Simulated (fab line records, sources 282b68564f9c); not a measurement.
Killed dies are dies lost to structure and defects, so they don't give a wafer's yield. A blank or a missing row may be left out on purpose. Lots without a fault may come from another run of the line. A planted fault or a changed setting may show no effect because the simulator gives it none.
A struck lot beside a sound one | flow rit_cmos | 12 steps out of a route of 202
Sound: wafers L434.1, L434.5, L434.6. Struck: wafers L432.1, L432.3, L432.5. The cause comes at the end.
At each step with rows: each side's tool, then ch and its chambers, then its first start. Under that, the readings that differ: sound wafers | struck wafers | difference of the means | sigmas: that difference in standard deviations of wafers without a fault.
alike: readings whose means differ by less than 2 such deviations, and words and numbers that are the same on both sides. not compared: withheld readings, readings that some wafer has no value for, bounds like >300 that may hide the same value, and numbers for which the record gives no deviation and whose values overlap.
The two part at a step that has a row with sigmas, a row that says differs or no value, or rows on one side only. Numbers that don't overlap but have no deviation are shown without sigmas and don't part them. A reading that every wafer of one side lacks parts them only if that side has two wafers or more.

RIT_ACTIVE_BOW_MEAS_00:
  sound on film_metro-03, day 3 17:00; struck on film_metro-01, day 3 07:00
  alike: INCOMING_BOW
then, 1 step without rows for these wafers: RIT_ACTIVE_OXIDATION_01 (target thk 46.8 nm, ox time 3209 s).
RIT_ACTIVE_THK_MEAS_02:
  sound on film_metro-02, day 3 19:03; struck on film_metro-03, day 3 09:03
  reading               | sound          | struck         | difference | sigmas
  ACTIVE_OXIDE_THK (nm) | 44.5 44.7 44.7 | 46.6 46.4 47.6 | +2.2       | +3
then, 1 step without rows for these wafers: RIT_ACTIVE_CVD_03 (deposits Si3N4 from SiH2Cl2/NH3, target thk 150 nm, time 1500 s).
RIT_ACTIVE_THK_MEAS_04:
  sound on film_metro-03, day 3 20:32; struck on film_metro-02, day 3 10:32
  alike: ACTIVE_NITRIDE_THK
then, 5 steps without rows for these wafers: RIT_ACTIVE_HMDS_05 (prime time 60 s); RIT_ACTIVE_COAT_06 (resist thk 1000 nm); RIT_ACTIVE_SOFTBAKE_07 (time 60 s); RIT_ACTIVE_EXPOSE_08 (exposes mask M1, target cd 1400 nm); RIT_ACTIVE_PEB_09.
RIT_ACTIVE_DEVELOP_10: develop time 50 s.
  sound on litho_track-01 ch 0, day 3 21:00; struck on litho_track-02, day 3 11:00
  no value came back on the struck wafers for chill_plate_temp_C (C), develop_time_s (s); on the sound wafers chill_plate_temp_C (C) reads 23.14 23.31 22.97
RIT_ACTIVE_CD_MEAS_11: target cd 1400 nm.
  sound on cd_sem-02, day 3 21:34; struck on cd_sem-01, day 3 11:34
  reading    | sound                | struck | difference                    | sigmas
  cd_nm (nm) | 1402.6 1401.5 1401.3 | - - -  | no value on the struck wafers |

WHERE THEY PART
First at RIT_ACTIVE_THK_MEAS_02; last, within this record, at RIT_ACTIVE_CD_MEAS_11.

WHY: what the simulator had put in
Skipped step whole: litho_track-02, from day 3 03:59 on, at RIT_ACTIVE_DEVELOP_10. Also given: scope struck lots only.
